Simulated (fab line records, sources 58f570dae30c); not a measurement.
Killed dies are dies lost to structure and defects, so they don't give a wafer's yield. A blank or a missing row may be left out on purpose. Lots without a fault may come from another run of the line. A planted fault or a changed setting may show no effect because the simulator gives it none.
Which tool did it? | flow berkeley_cmos170 | 15 lots, 45 wafers sampled, at 5 steps of a route of 331

WHAT THE GAUGES READ, wafer by wafer
UCB170_PWELL_THK_MEAS_03. Usual: PWELL_OXIDE_THK 26.4 nm, standard deviation 0.56.
lot  | measured    | on            | PWELL_OXIDE_THK (nm) | flag
L303 | day 3 00:20 | film_metro-01 | 27.0 26.9 27.5       |
L304 | day 3 00:21 | film_metro-04 | 25.9 26.5 26.2       |
L305 | day 3 08:10 | film_metro-04 | 25.9 26.4 26.1       |
L307 | day 4 00:56 | film_metro-01 | 26.2 26.3 26.5       |
L308 | day 4 04:06 | film_metro-01 | 27.5 27.1 27.5       |
L310 | day 4 04:08 | film_metro-04 | 27.1 27.2 27.0       |
L312 | day 4 19:25 | film_metro-03 | 26.7 26.5 27.1       |
L313 | day 4 19:26 | film_metro-01 | 26.4 26.2 26.8       |
L315 | day 5 01:45 | film_metro-03 | 25.2 25.4 25.2       |
L319 | day 6 04:24 | film_metro-03 | 25.7 25.7 25.8       |
L320 | day 6 04:20 | film_metro-03 | 25.8 25.3 25.6       |
L321 | day 6 15:16 | film_metro-01 | 25.9 25.8 26.3       |
L323 | day 7 07:31 | film_metro-03 | 26.3 26.8 26.4       |
L325 | day 7 14:12 | film_metro-03 | 26.6 26.0 26.1       |
L326 | day 7 21:13 | film_metro-04 | 26.5 26.3 26.6       |

UCB170_PWELL_THK_MEAS_06. Usual: PWELL_NITRIDE_THK 220.6 nm, standard deviation 2.6.
lot  | measured    | on            | PWELL_NITRIDE_THK (nm) | flag
L303 | day 3 06:22 | film_metro-04 | 217.7 216.8 216.6      |
L304 | day 3 06:22 | film_metro-01 | 218.3 218.4 217.1      |
L305 | day 3 16:24 | film_metro-04 | 221.4 218.1 218.6      |
L307 | day 4 05:35 | film_metro-01 | 216.9 216.5 216.7      |
L308 | day 4 09:32 | film_metro-01 | 223.0 221.4 223.0      |
L310 | day 4 09:34 | film_metro-03 | 225.7 225.9 225.5      |
L312 | day 5 02:19 | film_metro-04 | 220.8 222.5 222.3      |
L313 | day 5 02:20 | film_metro-03 | 221.3 222.3 220.7      |
L315 | day 5 07:26 | film_metro-03 | 220.6 218.8 218.8      |
L319 | day 6 11:47 | film_metro-01 | 206.1 203.8 203.4      | OFF
L320 | day 6 11:47 | film_metro-03 | 206.7 205.4 205.4      | OFF
L321 | day 6 22:26 | film_metro-04 | 208.5 209.2 208.7      | OFF
L323 | day 7 17:31 | film_metro-04 | 222.5 222.1 224.0      |
L325 | day 7 21:13 | film_metro-01 | 218.1 218.9 218.7      |
L326 | day 8 05:03 | film_metro-03 | 220.3 219.4 219.8      |

UCB170_ACTIVE_OVL_MEAS_14. Usual: ACTIVE_OVL -3 nm, standard deviation 5.2.
lot  | measured    | on         | ACTIVE_OVL (nm) | flag
L303 | day 4 12:53 | overlay-01 | 2 2 -12         |
L304 | day 4 13:54 | overlay-01 | 5 -2 2          |
L305 | day 5 01:52 | overlay-01 | -8 -5 -2        |
L307 | day 5 12:11 | overlay-01 | -6 -12 -5       |
L308 | day 5 19:34 | overlay-01 | -10 -9 -4       |
L310 | day 5 19:44 | overlay-02 | 8 -2 6          |
L312 | day 6 06:24 | overlay-01 | 0 -6 -7         |
L313 | day 6 06:49 | overlay-01 | 5 5 2           |
L315 | day 6 16:31 | overlay-01 | -4 -13 -7       |
L319 | day 8 00:56 | overlay-01 | 4 -3 4          |
L320 | day 8 01:25 | overlay-01 | -6 -3 -4        |
L321 | day 8 07:43 | overlay-02 | -1 -2 1         |
L323 | day 9 14:17 | overlay-01 | 7 -2 1          |
L325 | day 9 21:29 | overlay-02 | -5 -6 -4        |
L326 | day 9 21:51 | overlay-02 | -2 -3 -11       |

WHICH TOOL RAN EACH LOT (tool, then ch and the chambers of the sampled wafers, then the start)
lot  | UCB170_ZERO_STRIP_07                | UCB170_PWELL_CVD_05
L303 | plasma_asher-04 ch 0,1, day 2 00:05 | lpcvd-02 ch 0, day 3 04:26
L304 | plasma_asher-01 ch 0,1, day 2 00:16 | lpcvd-02 ch 0, day 3 04:26
L305 | plasma_asher-02 ch 1, day 2 04:02   | lpcvd-02 ch 0, day 3 14:29
L307 | plasma_asher-04 ch 0,1, day 2 18:37 | lpcvd-02 ch 1, day 4 03:41
L308 | plasma_asher-01 ch 0,1, day 3 01:39 | lpcvd-01 ch 1, day 4 07:37
L310 | plasma_asher-02 ch 0,1, day 3 06:34 | lpcvd-01 ch 0, day 4 07:37
L312 | plasma_asher-04 ch 0,1, day 3 19:53 | lpcvd-01 ch 1, day 5 00:24
L313 | plasma_asher-01 ch 0,1, day 3 20:10 | lpcvd-01 ch 1, day 5 00:24
L315 | plasma_asher-02 ch 0,1, day 4 05:35 | lpcvd-01 ch 0, day 5 05:31
L319 | plasma_asher-02 ch 0,1, day 5 04:09 | lpcvd-01 ch 0, day 6 09:52
L320 | plasma_asher-02 ch 1, day 5 07:34   | lpcvd-01 ch 1, day 6 09:52
L321 | plasma_asher-02 ch 0,1, day 5 16:11 | lpcvd-01 ch 0, day 6 20:31
L323 | plasma_asher-04 ch 0,1, day 6 02:13 | lpcvd-02 ch 1, day 7 15:35
L325 | plasma_asher-02 ch 0,1, day 6 12:14 | lpcvd-02 ch 1, day 7 19:17
L326 | plasma_asher-04 ch 1, day 6 17:41   | lpcvd-02 ch 0, day 8 03:08
- UCB170_ZERO_STRIP_07: strips in O2.
- UCB170_PWELL_CVD_05: deposits Si3N4 from SiH2Cl2/NH3, target thk 220 nm, time 3300 s.

WHAT THE TOOLS THEMSELVES READ (means of the sampled wafers that have a number; where no wafer has one, the mark that the record gives instead)
UCB170_ZERO_STRIP_07. Usual: chamber_pressure_mTorr 3500 mTorr, standard deviation 3.3; drypump_motor_current_A 5.9 A, standard deviation 0.58; o2_flow_sccm 400.0 sccm, standard deviation 1.3; oes_product_au 0.727 a.u., standard deviation 0.0047; strip_time_to_endpoint_s 21.51 s, standard deviation 0.06.
lot  | tool            | chamber_pressure_mTorr (mTorr) | drypump_motor_current_A (A) | o2_flow_sccm (sccm) | oes_product_au (a.u.) | strip_time_to_endpoint_s (s) | flag
L303 | plasma_asher-04 | 3502                           | 5.5                         | 401.9               | 0.730                 | 21.59                        |
L304 | plasma_asher-01 | 3502                           | 5.9                         | 400.2               | 0.726                 | 21.46                        |
L305 | plasma_asher-02 | 3503                           | 5.7                         | 400.7               | 0.729                 | 21.57                        |
L307 | plasma_asher-04 | 3499                           | 5.5                         | 399.8               | 0.730                 | 21.53                        |
L308 | plasma_asher-01 | 3502                           | 5.9                         | 399.4               | 0.724                 | 21.51                        |
L310 | plasma_asher-02 | 3501                           | 6.0                         | 400.5               | 0.731                 | 21.46                        |
L312 | plasma_asher-04 | 3500                           | 6.1                         | 398.8               | 0.726                 | 21.54                        |
L313 | plasma_asher-01 | 3503                           | 6.0                         | 400.1               | 0.725                 | 21.48                        |
L315 | plasma_asher-02 | 3498                           | 5.9                         | 399.6               | 0.726                 | 21.42                        |
L319 | plasma_asher-02 | 3499                           | 6.0                         | 399.6               | 0.724                 | 21.55                        |
L320 | plasma_asher-02 | 3499                           | 5.7                         | 400.4               | 0.730                 | 21.47                        |
L321 | plasma_asher-02 | 3500                           | 6.2                         | 399.6               | 0.728                 | 21.55                        |
L323 | plasma_asher-04 | 3500                           | 5.5                         | 400.5               | 0.730                 | 21.56                        |
L325 | plasma_asher-02 | 3502                           | 5.9                         | 400.4               | 0.726                 | 21.52                        |
L326 | plasma_asher-04 | 3500                           | 6.6                         | 400.8               | 0.728                 | 21.58                        |

THE ANSWER, worked out from the rows above alone
Rule: a lot is off if the mean of its wafers that have a number lies more than 3 standard deviations from the usual mean. A lot without any number at a reading at which 4 lots or more have one is off too. The other lots that the step has rows for count as sound. The gauges are gone through in route order, then the tools' own readings, and for those a lot's mean is taken as printed above. The first step at which some lot is off is used, and at that step the reading that is off furthest; a lot without a number counts as furthest.
Off: L319, L320, L321, at UCB170_PWELL_THK_MEAS_06 (PWELL_NITRIDE_THK).
A tool fits if, at a process step before that reading, it ran every lot that is off, and no sound lot after the first of them. The gauges at UCB170_PWELL_THK_MEAS_06 are tried like those tools. One fits: lpcvd-01 at UCB170_PWELL_CVD_05. Its last sound lot is L315 (day 5 05:31), its first lot that is off L319 (day 6 09:52): a fault that began between those two fits.

WHAT THE SIMULATOR HAD PUT IN
Process parameter drift: lpcvd-01, from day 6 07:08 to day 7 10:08, at UCB170_PWELL_CVD_05. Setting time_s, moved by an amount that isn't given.
Lots struck among those shown: L320, L319, L321. The rule above found the same.
